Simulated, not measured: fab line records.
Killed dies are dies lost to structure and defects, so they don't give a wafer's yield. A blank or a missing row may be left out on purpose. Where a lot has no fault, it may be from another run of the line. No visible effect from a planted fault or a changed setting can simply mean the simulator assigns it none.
Split-lot trial || flow berkeley_cmos170 || route with 331 steps; 5 lots, 23 wafers read

== SPLIT DETAILS ==
At UCB170_PSD_COAT_01 (resist thk 900 nm), the setting resist_thk_nm was moved away from the recipe's 900 nm on 9 of the 23 wafers read, by -5.6% to +1.7%. For the rest of the wafers, this setting stayed at what the recipe calls for.

The split's own step is where the reading is taken.

== THE READING ==
KrF_of_PSD_COAT_01.thk_nm (the simulator's own value, which no gauge read), in nm, at UCB170_PSD_COAT_01 (resist thk 900 nm). There is no usual value for it anywhere in the file. Across the 14 wafers here that went through the recipe, the average is 900.7 nm and the standard deviation 1.5 nm.

{"wafer": "L077.2", "tool, chamber at the split": "litho_track-04, 0", "resist_thk_nm as run, nm": 884.4, "against the recipe": "-1.7%", "KrF_of_PSD_COAT_01.thk_nm, nm": 885, "against lot-mates on the recipe": -17.2}
{"wafer": "L077.3", "tool, chamber at the split": "litho_track-04, 0", "resist_thk_nm as run, nm": 900, "against the recipe": "recipe", "KrF_of_PSD_COAT_01.thk_nm, nm": 901.8, "against lot-mates on the recipe": "-"}
{"wafer": "L077.5", "tool, chamber at the split": "litho_track-04, 0", "resist_thk_nm as run, nm": 900, "against the recipe": "recipe", "KrF_of_PSD_COAT_01.thk_nm, nm": 901.8, "against lot-mates on the recipe": "-"}
{"wafer": "L077.4", "tool, chamber at the split": "litho_track-04, 0", "resist_thk_nm as run, nm": 900, "against the recipe": "recipe", "KrF_of_PSD_COAT_01.thk_nm, nm": 903.1, "against lot-mates on the recipe": "-"}
{"wafer": "L077.6", "tool, chamber at the split": "litho_track-04, 0", "resist_thk_nm as run, nm": 884.4, "against the recipe": "-1.7%", "KrF_of_PSD_COAT_01.thk_nm, nm": 883.7, "against lot-mates on the recipe": -18.5}
{"wafer": "L076.1", "tool, chamber at the split": "litho_track-04, 0", "resist_thk_nm as run, nm": 900, "against the recipe": "recipe", "KrF_of_PSD_COAT_01.thk_nm, nm": 901.8, "against lot-mates on the recipe": "-"}
{"wafer": "L076.2", "tool, chamber at the split": "litho_track-04, 0", "resist_thk_nm as run, nm": 915.1, "against the recipe": "+1.7%", "KrF_of_PSD_COAT_01.thk_nm, nm": 912.8, "against lot-mates on the recipe": "+11.5"}
{"wafer": "L076.3", "tool, chamber at the split": "litho_track-04, 0", "resist_thk_nm as run, nm": 915.1, "against the recipe": "+1.7%", "KrF_of_PSD_COAT_01.thk_nm, nm": 912.5, "against lot-mates on the recipe": "+11.2"}
{"wafer": "L076.4", "tool, chamber at the split": "litho_track-04, 0", "resist_thk_nm as run, nm": 900, "against the recipe": "recipe", "KrF_of_PSD_COAT_01.thk_nm, nm": 900.6, "against lot-mates on the recipe": "-"}
{"wafer": "L076.5", "tool, chamber at the split": "litho_track-04, 0", "resist_thk_nm as run, nm": 900, "against the recipe": "recipe", "KrF_of_PSD_COAT_01.thk_nm, nm": 901.4, "against lot-mates on the recipe": "-"}
{"wafer": "L081.1", "tool, chamber at the split": "litho_track-01, 0", "resist_thk_nm as run, nm": 859.4, "against the recipe": "-4.5%", "KrF_of_PSD_COAT_01.thk_nm, nm": 860, "against lot-mates on the recipe": -38.8}
{"wafer": "L081.2", "tool, chamber at the split": "litho_track-01, 0", "resist_thk_nm as run, nm": 859.4, "against the recipe": "-4.5%", "KrF_of_PSD_COAT_01.thk_nm, nm": 856.6, "against lot-mates on the recipe": -42.2}
{"wafer": "L081.3", "tool, chamber at the split": "litho_track-01, 0", "resist_thk_nm as run, nm": 859.4, "against the recipe": "-4.5%", "KrF_of_PSD_COAT_01.thk_nm, nm": 856.7, "against lot-mates on the recipe": -42.1}
{"wafer": "L081.4", "tool, chamber at the split": "litho_track-01, 0", "resist_thk_nm as run, nm": 900, "against the recipe": "recipe", "KrF_of_PSD_COAT_01.thk_nm, nm": 899.9, "against lot-mates on the recipe": "-"}
{"wafer": "L081.5", "tool, chamber at the split": "litho_track-01, 0", "resist_thk_nm as run, nm": 900, "against the recipe": "recipe", "KrF_of_PSD_COAT_01.thk_nm, nm": 897.8, "against lot-mates on the recipe": "-"}
{"wafer": "L083.1", "tool, chamber at the split": "litho_track-04, 0", "resist_thk_nm as run, nm": 900, "against the recipe": "recipe", "KrF_of_PSD_COAT_01.thk_nm, nm": 902.8, "against lot-mates on the recipe": "-"}
{"wafer": "L083.3", "tool, chamber at the split": "litho_track-04, 0", "resist_thk_nm as run, nm": 900, "against the recipe": "recipe", "KrF_of_PSD_COAT_01.thk_nm, nm": 901.1, "against lot-mates on the recipe": "-"}
{"wafer": "L083.5", "tool, chamber at the split": "litho_track-04, 0", "resist_thk_nm as run, nm": 900, "against the recipe": "recipe", "KrF_of_PSD_COAT_01.thk_nm, nm": 900, "against lot-mates on the recipe": "-"}
{"wafer": "L085.1", "tool, chamber at the split": "litho_track-02, 0", "resist_thk_nm as run, nm": 900, "against the recipe": "recipe", "KrF_of_PSD_COAT_01.thk_nm, nm": 899.9, "against lot-mates on the recipe": "-"}
{"wafer": "L085.2", "tool, chamber at the split": "litho_track-02, 0", "resist_thk_nm as run, nm": 849.3, "against the recipe": "-5.6%", "KrF_of_PSD_COAT_01.thk_nm, nm": 847.9, "against lot-mates on the recipe": -51.4}
{"wafer": "L085.3", "tool, chamber at the split": "litho_track-02, 0", "resist_thk_nm as run, nm": 900, "against the recipe": "recipe", "KrF_of_PSD_COAT_01.thk_nm, nm": 900.1, "against lot-mates on the recipe": "-"}
{"wafer": "L085.5", "tool, chamber at the split": "litho_track-02, 0", "resist_thk_nm as run, nm": 900, "against the recipe": "recipe", "KrF_of_PSD_COAT_01.thk_nm, nm": 898, "against lot-mates on the recipe": "-"}
{"wafer": "L085.6", "tool, chamber at the split": "litho_track-02, 0", "resist_thk_nm as run, nm": 849.3, "against the recipe": "-5.6%", "KrF_of_PSD_COAT_01.thk_nm, nm": 848.7, "against lot-mates on the recipe": -50.6}

THE FIT
A straight line over all 23 wafers: KrF_of_PSD_COAT_01.thk_nm changes by +9.21 nm for each +1% of resist_thk_nm; r = +1.00; the points scatter about the line by 1.8 nm.
The same after taking each lot's own level away (the mean of its wafers on the recipe; 23 wafers): +8.91 nm for each +1%; r = +1.00; scatter 1.5 nm.
On that fit, the largest move of resist_thk_nm shifts the reading by 50 nm.
Measured against the standard deviation above, the lots' own levels, which go from 898.85 to 902.23 nm, span 2.2 times it.
The two slopes are in agreement: the lot-to-lot level therefore moves the slope only a little.
Check: -50.8 nm against its lot-mates is what the line predicts for one of the wafers moved furthest among these (-5.6%) when that wafer is left out of the fit. Against them it came out at -51.4 nm.

== ADDITIONAL SPLITS CARRIED BY THESE WAFERS ==
Before the reading, these wafers also passed through other splits. Each is held against what the fit with the lots' levels taken away leaves over:
{"other split on the same wafers": "UCB170_START_OXIDATION_02 ox_time_s", "wafers away from the commonest value": 18, "r with KrF_of_PSD_COAT_01.thk_nm (lot level and that fit taken away)": -0.12}
{"other split on the same wafers": "UCB170_ZERO_STRIP_07 o2_flow_sccm", "wafers away from the commonest value": 12, "r with KrF_of_PSD_COAT_01.thk_nm (lot level and that fit taken away)": "+0.23"}
{"other split on the same wafers": "UCB170_NWELL_PEB_10 peb_temp_c", "wafers away from the commonest value": 7, "r with KrF_of_PSD_COAT_01.thk_nm (lot level and that fit taken away)": "+0.09"}
{"other split on the same wafers": "UCB170_PWELL_CVD_05 pressure_mtorr", "wafers away from the commonest value": 18, "r with KrF_of_PSD_COAT_01.thk_nm (lot level and that fit taken away)": "+0.20"}
{"other split on the same wafers": "UCB170_PFIELD_IMPLANT_07 energy_kev", "wafers away from the commonest value": 8, "r with KrF_of_PSD_COAT_01.thk_nm (lot level and that fit taken away)": -0.15}
{"other split on the same wafers": "UCB170_NVT_IMPLANT_07 dose_cm2", "wafers away from the commonest value": 6, "r with KrF_of_PSD_COAT_01.thk_nm (lot level and that fit taken away)": -0.10}
{"other split on the same wafers": "UCB170_PVT_IMPLANT_07 dose_cm2", "wafers away from the commonest value": 8, "r with KrF_of_PSD_COAT_01.thk_nm (lot level and that fit taken away)": "+0.16"}
{"other split on the same wafers": "UCB170_NLDD_IMPLANT_08 energy_kev", "wafers away from the commonest value": 9, "r with KrF_of_PSD_COAT_01.thk_nm (lot level and that fit taken away)": "+0.06"}

== THE WHOLE CHAIN: every reading that the file lists as answering this split, in the file's order ==
{"step": "UCB170_PSD_COAT_01", "what it does": "resist thk 900 nm", "reading": "KrF_of_PSD_COAT_01.thk_nm (the simulator's own value, which no gauge read)", "change (the file's fit)": "+9.03 nm for each +1% of the setting", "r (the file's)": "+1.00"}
{"step": "UCB170_PSD_STRIP_09", "what it does": "strips in O2", "reading": "strip_time_to_endpoint_s", "change (the file's fit)": "withheld for each +1% of the setting, in a fit together with dose_cm2@PSD_IMPLANT_08", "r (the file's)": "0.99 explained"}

== FILE'S OWN FIT ==
KrF_of_PSD_COAT_01.thk_nm changes by +9.03 nm for each +1% of resist_thk_nm, r = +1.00.
